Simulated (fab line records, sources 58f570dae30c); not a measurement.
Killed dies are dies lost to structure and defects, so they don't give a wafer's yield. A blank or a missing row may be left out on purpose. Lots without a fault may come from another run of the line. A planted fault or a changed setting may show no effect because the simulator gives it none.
Chamber matching | flow berkeley_cmos170 | UCB170_V1_CMP_02 on cmp-02: 4 sister chambers
The step polishes SiO2. 8 wafers are shown with their chamber, then 10 later ones without.

WAFERS WITH THEIR CHAMBER
wafer  | chamber | motor_current_A (A) | slurry_flow_ml_min
L388.5 | 2       | 17.1                | 150.0
L390.1 | 3       | 13.3                | 150.0
L390.2 | 2       | 18.8                | 149.1
L396.2 | 0       | 17.4                | 150.0
L396.3 | 3       | 14.3                | 150.1
L396.4 | 1       | 15.3                | 150.2
L397.1 | 0       | 16.9                | 149.3
L397.5 | 1       | 15.6                | 149.3

WAFERS WITHOUT THEIR CHAMBER
wafer  | motor_current_A (A) | slurry_flow_ml_min
L397.6 | 17.3                | 149.5
L402.1 | 13.8                | 150.4
L402.2 | 16.9                | 149.3
L402.5 | 17.5                | 149.3
L404.1 | 18.3                | 149.7
L404.2 | 16.6                | 149.8
L404.3 | 14.9                | 149.6
L405.1 | 13.6                | 149.8
L405.4 | 17.0                | 150.3
L405.5 | 14.2                | 149.7

WHICH CHAMBER EACH WENT THROUGH
wafer  | from the rows above          | in truth
L397.6 | can't be placed: 0 or 2      | 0
L402.1 | can't be placed: 3 or 1      | 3
L402.2 | can't be placed: 0 or 2 or 1 | 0
L402.5 | can't be placed: 2 or 0      | 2
L404.1 | can't be placed: 2 or 0      | 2
L404.2 | can't be placed: 0 or 1 or 2 | 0
L404.3 | can't be placed: 1 or 3      | 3
L405.1 | can't be placed: 3 or 1      | 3
L405.4 | can't be placed: 0 or 2 or 1 | 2
L405.5 | can't be placed: 3 or 1      | 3
Placed correctly: 0 of 10. Can't be placed from these rows: 10 (the true chamber is among the candidates in 10). Placed wrongly: 0.
How it was worked out, from the rows above alone: a wafer's distance from a chamber is the root of the sum, over the readings, of the square of ((its reading less the chamber's mean) divided by the reading's scatter). The wafer belongs to the nearest chamber; if the next one is less than 2 further off, it can't be placed. A chamber's mean is the mean of its shown wafers. The scatter: the root of (the sum of the squares of (reading less its chamber's mean) over the shown wafers, divided by (wafers less chambers)).
